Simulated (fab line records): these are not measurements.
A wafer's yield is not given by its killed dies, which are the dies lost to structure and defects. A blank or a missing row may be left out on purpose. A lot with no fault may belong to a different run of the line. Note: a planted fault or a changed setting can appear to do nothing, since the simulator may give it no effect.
A lot that was struck, set against a sound lot :: flow rit-cmos :: 18 steps out of a route of 202
Sound: the wafers L169.1, L169.5, L169.6. Wafers L182.1, L182.3, L182.4 were the ones struck. At the end, the cause is stated.
Each step with rows lists, per side, the tool, then ch with its chambers, then its first start. Under that, the readings that differ: sound wafers :: struck wafers :: difference of the means :: sigmas: that difference in standard deviations of wafers without a fault.
alike: readings whose means differ by less than 2 such deviations, and words and numbers that are the same on both sides. not compared: withheld readings, readings that some wafer has no value for, bounds like >300 that may hide the same value, and numbers for which the record gives no deviation and whose values overlap.
Wherever a step has rows on one side only, a row that says differs or no value, or a row with sigmas, the two part there. Numbers that don't overlap but have no deviation are shown without sigmas and don't part them. A reading missing from all wafers of one side parts the sides only when that side holds two or more wafers.

first, 2 steps without rows for these wafers: RIT_PWELL_PEB_04; RIT_PWELL_DEVELOP_05 (develop time 68 s).
RIT_PWELL_OVL_MEAS_06:
  sound on overlay-01 at day 1 23:38; struck on overlay-02 at day 4 16:18
  alike: PWELL_OVL
then, 2 steps without rows for these wafers: RIT_PWELL_HARDBAKE_07 (time 120 s); RIT_PWELL_IMPLANT_08.
RIT_PWELL_STRIP_09: strips in O2, time 180 s.
  sound on plasma-asher-02 ch 0,1, day 2 00:06; struck on plasma-asher-02 ch 0,1, day 4 16:44
  alike: drypump-motor-current-A
  not compared: rf-hours-counter-h
RIT_PWELL_TW_MEAS_10:
  sound on film-metro-01 at day 2 00:16; struck on film-metro-02 at day 4 16:55
  alike: PWELL_TW
then, 1 step without rows for these wafers: RIT_WELLDRIVE_ANNEAL_00 (time 14700 s).
RIT_WELLDRIVE_RS_MEAS_01: the measuring method here is four-point-probe.
  sound on film-metro-04 at day 2 05:39; struck on film-metro-02 at day 4 22:07
  alike: NWELL_RS
RIT_WELLDRIVE_RS_MEAS_02: the measuring method here is four-point-probe.
  sound on film-metro-04 at day 2 05:46; struck on film-metro-02 at day 4 22:14
  alike: PWELL_RS
then, 2 steps without rows for these wafers: RIT_NRETRO_HMDS_00 (prime time 60 s); RIT_NRETRO_COAT_01 (resist thk 1300 nm).
RIT_NRETRO_SOFTBAKE_02: time 60 s.
  sound on litho-track-04 ch 0, day 2 06:11; struck on litho-track-01 ch 0, day 4 22:39
reading: heater-power-total-W (W)
sound: 34.49 34.45 34.52
struck: 33.35 33.26 33.36
difference: -1.16
sigmas: -22

reading: plate-temp-C (C)
sound: 90.02 90.03 89.94
struck: 87.62 87.55 87.55
difference: -2.42
sigmas: -22
then, 2 steps without rows for these wafers: RIT_NRETRO_EXPOSE_03 (exposes mask M4, target cd 43900 nm); RIT_NRETRO_PEB_04.
RIT_NRETRO_DEVELOP_05: develop time 68 s.
  sound: litho-track-04 ch 0; struck: litho-track-01 ch 0
reading: model.NOVOLAK_of_NRETRO_COAT_01.thk-nm (nm)
sound: 1299 1301 1303
struck: 1309 1311 1308
difference: +8
sigmas: 
  alike: developer-temp-C
RIT_NRETRO_OVL_MEAS_06:
  sound on overlay-02 at day 2 06:54; struck on overlay-01 at day 4 23:14
  alike: NRETRO_OVL
RIT_M1_PROBE_99:
  sound on prober-01 at day 3 10:27; struck on prober-01 at day 6 03:35
  alike: killed_at_M0_to_M3, killed-at-front-end, killed-dies, killed-on-rim, killed-open, killed-short

== WHERE THEY PART ==
At RIT_NRETRO_SOFTBAKE_02 and nowhere else, as far as this record goes. Later steps at which nothing parts them and some readings are alike: RIT_NRETRO_DEVELOP_05, RIT_NRETRO_OVL_MEAS_06, RIT_M1_PROBE_99.

WHY: what the simulator had put in
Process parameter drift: litho-track-01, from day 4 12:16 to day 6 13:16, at RIT_NRETRO_SOFTBAKE_02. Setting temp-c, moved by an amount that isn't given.
